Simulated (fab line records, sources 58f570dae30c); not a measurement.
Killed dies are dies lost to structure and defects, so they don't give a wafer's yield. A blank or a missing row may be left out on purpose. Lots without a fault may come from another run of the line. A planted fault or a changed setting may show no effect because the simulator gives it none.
Split-lot experiment | flow berkeley_cmos170 | 5 lots, 23 wafers read, on a route of 331 steps

THE SPLIT
At UCB170_NLDD_EXPOSE_03 (exposes mask NSELECT, target cd 1200 nm), the setting dose_mj was moved away from the recipe's 30 on 9 of the 23 wafers read, by -6.7% to +7.2%. The other wafers ran this setting at the recipe's value.

FROM THE SPLIT TO THE READING: what the file shows between them, 2 steps
- UCB170_NLDD_PEB_04
- UCB170_NLDD_DEVELOP_05: develop time 45 s

THE READING
cd_nm, in nm, at UCB170_NLDD_CD_MEAS_06 (target cd 1200 nm). Fault-free wafers of this fab line usually give 1199.6 nm, standard deviation 1.4 nm.

wafer  | tool, chamber at the split | dose_mj as run | against the recipe | cd_nm, nm | against lot-mates on the recipe
L076.2 | krf_scanner-02, 0          | 30             | recipe             | 1198.2    | -
L076.4 | krf_scanner-02, 0          | 30             | recipe             | 1198.0    | -
L076.6 | krf_scanner-02, 0          | 30             | recipe             | 1197.4    | -
L080.1 | krf_scanner-02, 0          | 30             | recipe             | 1201.2    | -
L080.2 | krf_scanner-02, 0          | 31.47          | +4.9%              | 1209.3    | +7.2
L080.3 | krf_scanner-02, 0          | 30             | recipe             | 1202.5    | -
L080.4 | krf_scanner-02, 0          | 31.47          | +4.9%              | 1210.8    | +8.7
L080.6 | krf_scanner-02, 0          | 30             | recipe             | 1202.5    | -
L081.1 | krf_scanner-02, 0          | 32.16          | +7.2%              | 1214.2    | +14.3
L081.3 | krf_scanner-02, 0          | 30             | recipe             | 1200.4    | -
L081.4 | krf_scanner-02, 0          | 32.16          | +7.2%              | 1214.2    | +14.3
L081.5 | krf_scanner-02, 0          | 30             | recipe             | 1199.4    | -
L081.6 | krf_scanner-02, 0          | 32.16          | +7.2%              | 1212.4    | +12.5
L082.1 | krf_scanner-02, 0          | 30             | recipe             | 1198.7    | -
L082.2 | krf_scanner-02, 0          | 30.7           | +2.3%              | 1200.6    | +2.1
L082.4 | krf_scanner-02, 0          | 30             | recipe             | 1198.6    | -
L082.5 | krf_scanner-02, 0          | 30.7           | +2.3%              | 1202.8    | +4.3
L082.6 | krf_scanner-02, 0          | 30             | recipe             | 1198.1    | -
L083.1 | krf_scanner-01, 0          | 27.98          | -6.7%              | 1187.1    | -13.0
L083.2 | krf_scanner-01, 0          | 30             | recipe             | 1199.8    | -
L083.3 | krf_scanner-01, 0          | 27.98          | -6.7%              | 1187.0    | -13.1
L083.5 | krf_scanner-01, 0          | 30             | recipe             | 1199.7    | -
L083.6 | krf_scanner-01, 0          | 30             | recipe             | 1200.8    | -

THE FIT
A straight line over all 23 wafers: cd_nm changes by +1.91 nm for each +1% of dose_mj; r = +0.97; the points scatter about the line by 1.6 nm.
The same after taking each lot's own level away (the mean of its wafers on the recipe; 23 wafers): +1.87 nm for each +1%; r = +0.99; scatter 0.8 nm.
On that fit, the largest move of dose_mj shifts the reading by 13 nm.
The lots' own levels span 1197.87 to 1202.07 nm, that is 3.0 times the standard deviation above.
So the lot-to-lot level changes the slope little: the two slopes agree.
Check: with one of the wafers moved furthest among these (+7.2%) left out of the fit, the line predicts +13 nm for it against its lot-mates. It came out at +14.3 nm against them.

OTHER SPLITS ON THESE WAFERS
These wafers also went through other splits before the reading. Each is held against what the fit with the lots' levels taken away leaves over:
other split on the same wafers         | wafers away from the commonest value | r with cd_nm (lot level and that fit taken away)
UCB170_ZERO_COAT_01 spin_rpm           | 10                                   | +0.12
UCB170_NWELL_CVD_04 pressure_mtorr     | 15                                   | -0.21
UCB170_NWELL_IMPLANT_14 energy_kev     | 11                                   | +0.19
UCB170_PWELL_CVD_05 time_s             | 10                                   | -0.27
UCB170_PWELL_DEVELOP_12 develop_time_s | 11                                   | -0.37
UCB170_WELLDRIVE_OXIDATION_01 temp_c   | 15                                   | -0.04
UCB170_ACTIVE_CVD_05 sih2cl2_flow_sccm | 15                                   | +0.19
UCB170_GATE_OXIDATION_01 ox_time_s     | 18                                   | -0.10

THE FILE'S OWN FIT
cd_nm changes by +1.84 nm for each +1% of dose_mj, r = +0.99.
